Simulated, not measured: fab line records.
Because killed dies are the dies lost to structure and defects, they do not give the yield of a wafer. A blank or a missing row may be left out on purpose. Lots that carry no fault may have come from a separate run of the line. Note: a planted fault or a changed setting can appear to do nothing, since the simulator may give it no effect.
Shared-tool check | flow berkeleyCmos170 | 45 wafers sampled across 15 lots

## WHY IT WAS OPENED
Of 15 lots, 3 have the reading PLDD_RS flagged at UCB170_SDANNEAL_RS_MEAS_04. No-fault wafers: 1031.9 ohm/sq, standard deviation 2.6.
Rule: flag the lot when none of its wafers has a number, or when each of its wafers that has one lies beyond 4 standard deviations from that mean. All remaining lots are regarded as sound.

lot  | measured     | on           | PLDD_RS (ohm/sq), wafer by wafer | flag
L866 | day 7 15:16  | filmMetro-03 | 1032.5 1029.4 1028.6             | 
L868 | day 8 11:04  | filmMetro-03 | 1031.0 1032.0 1027.4             | 
L870 | day 8 22:28  | filmMetro-02 | 1032.0 1035.0 1034.5             | 
L869 | day 8 22:44  | filmMetro-04 | 1032.6 1035.8 1033.0             | 
L871 | day 9 02:07  | filmMetro-04 | 1124.4 1120.2 1122.5             | FLAGGED
L872 | day 9 02:31  | filmMetro-03 | 1119.7 1123.6 1124.3             | FLAGGED
L873 | day 9 02:55  | filmMetro-02 | 1031.0 1032.1 1031.4             | 
L879 | day 10 09:47 | filmMetro-02 | 1120.8 1120.5 1122.4             | FLAGGED
L877 | day 10 09:49 | filmMetro-03 | 1030.9 1030.8 1029.8             | 
L880 | day 11 06:10 | filmMetro-04 | 1033.4 1031.5 1030.8             | 
L881 | day 11 06:25 | filmMetro-02 | 1026.6 1028.5 1029.5             | 
L883 | day 12 03:06 | filmMetro-02 | 1040.5 1034.4 1034.7             | 
L886 | day 13 09:55 | filmMetro-04 | 1030.2 1029.3 1030.9             | 
L887 | day 13 09:58 | filmMetro-03 | 1030.2 1031.2 1032.3             | 
L888 | day 14 03:38 | filmMetro-04 | 1036.5 1032.8 1038.8             | 
The mean of the flagged lots' numbers is 1122.0 ohm/sq, +90.1 ohm/sq from the usual (+35 standard deviations).

## WHICH TOOL RAN EACH LOT
The record holds 2 process steps before the reading, out of a route of 331 steps. Cell contents, in order: the tool; ch with the chambers the sampled wafers went through; the start.
lot  | flag    | UCB170_NVT_STRIP_08                 | UCB170_PLDD_IMPLANT_08
L866 |         | plasmaAsher-03 ch 0,1, day 5 23:55  | implanter-04 ch 0, day 6 23:30
L868 |         | plasmaAsher-03 ch 0,1, day 6 22:23  | implanter-04 ch 0, day 7 18:12
L870 |         | plasmaAsher-04 ch 0,1, day 7 09:29  | implanter-03 ch 0, day 8 06:59
L869 |         | plasmaAsher-01 ch 0,1, day 7 09:38  | implanter-04 ch 0, day 8 07:32
L871 | FLAGGED | plasmaAsher-03 ch 0,1, day 7 19:44  | implanter-04 ch 0, day 8 13:06
L872 | FLAGGED | plasmaAsher-01 ch 0,1, day 7 19:10  | implanter-04 ch 0, day 8 13:31
L873 |         | plasmaAsher-04 ch 1, day 7 19:26    | implanter-02 ch 0, day 8 13:46
L879 | FLAGGED | plasmaAsher-03 ch 0,1, day 8 21:16  | implanter-04 ch 0, day 9 16:49
L877 |         | plasmaAsher-04 ch 0,1, day 8 20:56  | implanter-02 ch 0, day 9 16:40
L880 |         | plasmaAsher-03 ch 0,1, day 9 14:16  | implanter-03 ch 0, day 10 10:57
L881 |         | plasmaAsher-04 ch 0,1, day 9 14:23  | implanter-02 ch 0, day 10 11:15
L883 |         | plasmaAsher-04 ch 0,1, day 9 23:12  | implanter-03 ch 0, day 11 03:41
L886 |         | plasmaAsher-04 ch 0,1, day 11 14:04 | implanter-03 ch 0, day 12 12:29
L887 |         | plasmaAsher-04 ch 0,1, day 11 14:46 | implanter-04 ch 0, day 12 12:47
L888 |         | plasmaAsher-03 ch 0,1, day 12 02:59 | implanter-04 ch 0, day 13 05:55
What these steps do:
- UCB170_NVT_STRIP_08: strips in O2.
- UCB170_PLDD_IMPLANT_08
- UCB170_SDANNEAL_RS_MEAS_04: measures by four-point-probe.

## FLAGGED OVER TOTAL, TOOL BY TOOL (the gauges that took the reading come last)
step                       | tool           | lots run | flagged | share of the flagged lots | sound lots run after its first flagged lot
UCB170_NVT_STRIP_08        | plasmaAsher-01 | 2        | 1       | some                      | 0
UCB170_NVT_STRIP_08        | plasmaAsher-03 | 6        | 2       | some                      | 2 (L880,L888)
UCB170_NVT_STRIP_08        | plasmaAsher-04 | 7        | 0       | none                      | -
UCB170_PLDD_IMPLANT_08     | implanter-02   | 3        | 0       | none                      | -
UCB170_PLDD_IMPLANT_08     | implanter-03   | 4        | 0       | none                      | -
UCB170_PLDD_IMPLANT_08     | implanter-04   | 8        | 3       | all                       | 2 (L887,L888)
UCB170_SDANNEAL_RS_MEAS_04 | filmMetro-02   | 5        | 1       | some                      | 2 (L881,L883)
UCB170_SDANNEAL_RS_MEAS_04 | filmMetro-03   | 5        | 1       | some                      | 2 (L877,L887)
UCB170_SDANNEAL_RS_MEAS_04 | filmMetro-04   | 5        | 1       | some                      | 3 (L880,L886,L888)

## WHAT THE TABLE ALLOWS
In the table, 1 row covers all flagged lots: implanter-04 at UCB170_PLDD_IMPLANT_08.
- implanter-04 at UCB170_PLDD_IMPLANT_08 ran 8 lots, 3 of them flagged. After the first flagged lot (L887, L888), sound lots still ran on it; a lasting fault on the whole tool would not permit that. Its own readings (beamOnS, faradayCurrentUA) fall more than 4 standard deviations out on all wafers of the flagged lots.
No row of the table ran every flagged lot and no sound lot after the first.

## WHAT THE SIMULATOR HAD INSERTED
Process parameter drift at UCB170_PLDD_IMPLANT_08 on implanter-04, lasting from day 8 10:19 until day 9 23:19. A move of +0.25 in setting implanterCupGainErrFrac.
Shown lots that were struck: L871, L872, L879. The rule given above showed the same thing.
